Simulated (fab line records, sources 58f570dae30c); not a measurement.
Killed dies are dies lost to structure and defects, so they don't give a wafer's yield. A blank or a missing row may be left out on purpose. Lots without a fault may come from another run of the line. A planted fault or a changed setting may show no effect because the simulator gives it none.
Tool commonality check | flow berkeley_cmos170 | 14 lots, 42 wafers sampled

WHY IT WAS OPENED
At UCB170_M1_CD_MEAS_09 the reading cd_nm is flagged on 2 of 14 lots. Wafers without a fault read 700.5 nm, standard deviation 1.5.
Rule: a lot is flagged when every wafer of it that has a number lies more than 4 standard deviations from that mean, or none has a number. The other lots count as sound.

lot  | measured     | on        | cd_nm (nm), wafer by wafer | flag
L757 | day 8 23:52  | cd_sem-02 | 702.6 701.7 701.2          |
L758 | day 9 00:33  | cd_sem-02 | 702.8 702.5 703.4          |
L760 | day 9 10:52  | cd_sem-01 | 698.1 697.3 698.1          |
L759 | day 9 11:06  | cd_sem-01 | 700.9 700.5 700.0          |
L761 | day 9 13:08  | cd_sem-02 | 698.4 698.5 698.4          |
L762 | day 9 13:32  | cd_sem-02 | 700.6 699.1 700.4          |
L764 | day 9 20:32  | cd_sem-01 | 699.7 700.1 699.6          |
L766 | day 10 12:04 | cd_sem-01 | 701.9 700.1 700.8          |
L767 | day 10 13:49 | cd_sem-02 | 701.2 699.4 700.0          |
L774 | day 12 03:14 | cd_sem-01 | 702.0 703.7 703.4          |
L773 | day 12 04:41 | cd_sem-02 | 736.6 737.7 735.9          | FLAGGED
L776 | day 12 18:17 | cd_sem-01 | 700.5 699.9 699.6          |
L779 | day 13 03:34 | cd_sem-01 | 731.3 728.2 728.7          | FLAGGED
L780 | day 13 18:29 | cd_sem-02 | 701.1 702.0 701.8          |
The numbers of the flagged lots are 733.1 nm on average: +32.6 nm against the usual, or +22 standard deviations.

WHICH TOOL RAN EACH LOT
The record holds 3 process steps before the reading, out of a route of 331 steps. In each cell: the tool, then ch and the chambers that the sampled wafers went through, then the start.
lot  | flag    | UCB170_SDANNEAL_RTA_01           | UCB170_SILICIDE_RTA_04           | UCB170_M1_EXPOSE_06
L757 |         | rtp_anneal-01 ch 0, day 8 14:34  | rtp_anneal-02 ch 0, day 8 15:24  | krf_scanner-01 ch 0, day 8 23:08
L758 |         | rtp_anneal-01 ch 0, day 8 14:41  | rtp_anneal-01 ch 0, day 8 15:34  | krf_scanner-01 ch 0, day 9 00:07
L760 |         | rtp_anneal-01 ch 0, day 9 00:47  | rtp_anneal-02 ch 0, day 9 01:42  | krf_scanner-01 ch 0, day 9 09:01
L759 |         | rtp_anneal-02 ch 0, day 9 00:47  | rtp_anneal-01 ch 0, day 9 01:44  | krf_scanner-02 ch 0, day 9 09:20
L761 |         | rtp_anneal-01 ch 0, day 9 01:16  | rtp_anneal-01 ch 0, day 9 02:05  | krf_scanner-01 ch 0, day 9 12:43
L762 |         | rtp_anneal-02 ch 0, day 9 01:02  | rtp_anneal-02 ch 0, day 9 01:58  | krf_scanner-01 ch 0, day 9 13:08
L764 |         | rtp_anneal-02 ch 0, day 9 12:34  | rtp_anneal-02 ch 0, day 9 13:23  | krf_scanner-02 ch 0, day 9 20:07
L766 |         | rtp_anneal-01 ch 0, day 10 03:24 | rtp_anneal-01 ch 0, day 10 04:13 | krf_scanner-01 ch 0, day 10 11:34
L767 |         | rtp_anneal-02 ch 0, day 10 04:20 | rtp_anneal-02 ch 0, day 10 05:09 | krf_scanner-02 ch 0, day 10 13:05
L774 |         | rtp_anneal-01 ch 0, day 11 19:49 | rtp_anneal-02 ch 0, day 11 20:38 | krf_scanner-01 ch 0, day 12 02:50
L773 | FLAGGED | rtp_anneal-01 ch 0, day 11 20:22 | rtp_anneal-02 ch 0, day 11 21:11 | krf_scanner-01 ch 0, day 12 04:17
L776 |         | rtp_anneal-02 ch 0, day 12 08:04 | rtp_anneal-02 ch 0, day 12 08:53 | krf_scanner-02 ch 0, day 12 17:25
L779 | FLAGGED | rtp_anneal-02 ch 0, day 12 20:25 | rtp_anneal-01 ch 0, day 12 21:15 | krf_scanner-01 ch 0, day 13 03:05
L780 |         | rtp_anneal-02 ch 0, day 13 09:13 | rtp_anneal-02 ch 0, day 13 10:02 | krf_scanner-02 ch 0, day 13 17:28
What these steps do:
- UCB170_SDANNEAL_RTA_01: time 5 s.
- UCB170_SILICIDE_RTA_04: time 15 s.
- UCB170_M1_EXPOSE_06: exposes mask METAL1, target cd 700 nm.
- UCB170_M1_CD_MEAS_09: target cd 700 nm.

FLAGGED OVER TOTAL, TOOL BY TOOL (the gauges that took the reading come last)
step                   | tool           | lots run | flagged | share of the flagged lots | sound lots run after its first flagged lot
UCB170_SDANNEAL_RTA_01 | rtp_anneal-01  | 7        | 1       | some                      | 0
UCB170_SDANNEAL_RTA_01 | rtp_anneal-02  | 7        | 1       | some                      | 1 (L780)
UCB170_SILICIDE_RTA_04 | rtp_anneal-01  | 5        | 1       | some                      | 0
UCB170_SILICIDE_RTA_04 | rtp_anneal-02  | 9        | 1       | some                      | 2 (L776,L780)
UCB170_M1_EXPOSE_06    | krf_scanner-01 | 9        | 2       | all                       | 0
UCB170_M1_EXPOSE_06    | krf_scanner-02 | 5        | 0       | none                      | -
UCB170_M1_CD_MEAS_09   | cd_sem-01      | 7        | 1       | some                      | 0
UCB170_M1_CD_MEAS_09   | cd_sem-02      | 7        | 1       | some                      | 1 (L780)

WHAT THE TABLE ALLOWS
1 row of the table ran every flagged lot: krf_scanner-01 at UCB170_M1_EXPOSE_06.
- krf_scanner-01 at UCB170_M1_EXPOSE_06: 2 of its 9 lots flagged. Its last sound lot is L774 (day 12 02:50), its first flagged lot L773 (day 12 04:17): a fault that began between those two fits. Its own readings lie more than 4 standard deviations out on every wafer of the flagged lots: exposure_dose_mJ_cm2.
One tool is left: krf_scanner-01 at UCB170_M1_EXPOSE_06.

WHAT THE SIMULATOR HAD PUT IN
Process parameter drift: krf_scanner-01, from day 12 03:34 on, at UCB170_M1_EXPOSE_06. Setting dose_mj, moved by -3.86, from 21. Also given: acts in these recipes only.
Lots struck among those shown: L773, L779. The rule above found the same.
